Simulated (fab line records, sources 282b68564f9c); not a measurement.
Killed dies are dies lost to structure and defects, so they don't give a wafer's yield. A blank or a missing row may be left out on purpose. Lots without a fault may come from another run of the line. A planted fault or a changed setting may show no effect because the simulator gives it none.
One fault seen from 2 desks | flow rit_cmos | each desk has only its own numbers; what lay behind them comes last

THE METROLOGY DESK
What the gauges read, lot by lot, whatever tool the lot ran on: means of the sampled wafers that have a number. A lot is out of limits, marked OUT, if its mean lies more than 4 standard deviations from the usual mean; the brackets give that distance.
Columns: A = NRETRO_TW at RIT_NRETRO_TW_MEAS_10, usual 1050
lot  | first seen here | A
L888 | day 2 06:45     | 1050
L889 | day 2 14:54     | 1053
L891 | day 2 21:28     | 1049
L892 | day 3 05:05     | 1055
L893 | day 3 07:55     | 1055
L894 | day 3 11:40     | 1052
L895 | day 3 17:24     | 1053
L896 | day 3 21:38     | 1056
L904 | day 5 16:11     | 1037
L905 | day 5 20:14     | 1033
L906 | day 5 23:59     | 1049
L907 | day 6 05:05     | 1045
L909 | day 6 16:30     | 1047
L911 | day 7 02:41     | 1053
This desk's finding: nothing out of limits on any of the 14 lots.

THE TOOL OWNER'S DESK: implanter-03
The tool's own readings at RIT_NRETRO_IMPLANT_08: means of the sampled wafers that have a number, for each lot that ran on this tool. A lot is out of limits, marked OUT, if its mean lies more than 4 standard deviations from the usual mean; the brackets give that distance.
Columns: A = beam_energy_keV at RIT_NRETRO_IMPLANT_08, usual 69.996
lot  | first seen here | A
L892 | day 3 04:43     | 69.986
L893 | day 3 07:38     | 69.997
L894 | day 3 11:21     | 69.987
L895 | day 3 17:04     | 69.995
L904 | day 5 15:52     | 65.912 (-99 or more) OUT
L905 | day 5 19:54     | 65.898 (-99 or more) OUT
This desk's finding: out of limits on L904, L905; first on L904, day 5 15:52 (beam_energy_keV at RIT_NRETRO_IMPLANT_08). In limits: L892, L893, L894, L895.

PUT TOGETHER
The tool owner's desk could have raised an alarm at day 5 15:52, on L904, L905.
The metrology desk saw nothing out of limits.
The metrology desk has L904, L905 on record, within its limits.
Of the lots named, all ran RIT_NRETRO_IMPLANT_08 on implanter-03.

WHAT THE SIMULATOR HAD PUT IN
Process parameter drift: implanter-03, from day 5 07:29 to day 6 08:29, at RIT_NRETRO_IMPLANT_08. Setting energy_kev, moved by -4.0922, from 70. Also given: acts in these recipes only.
Lots struck among those shown: L904, L905.
Hours from the fault's start to each desk's first reading out of limits: the tool owner's desk, 8.
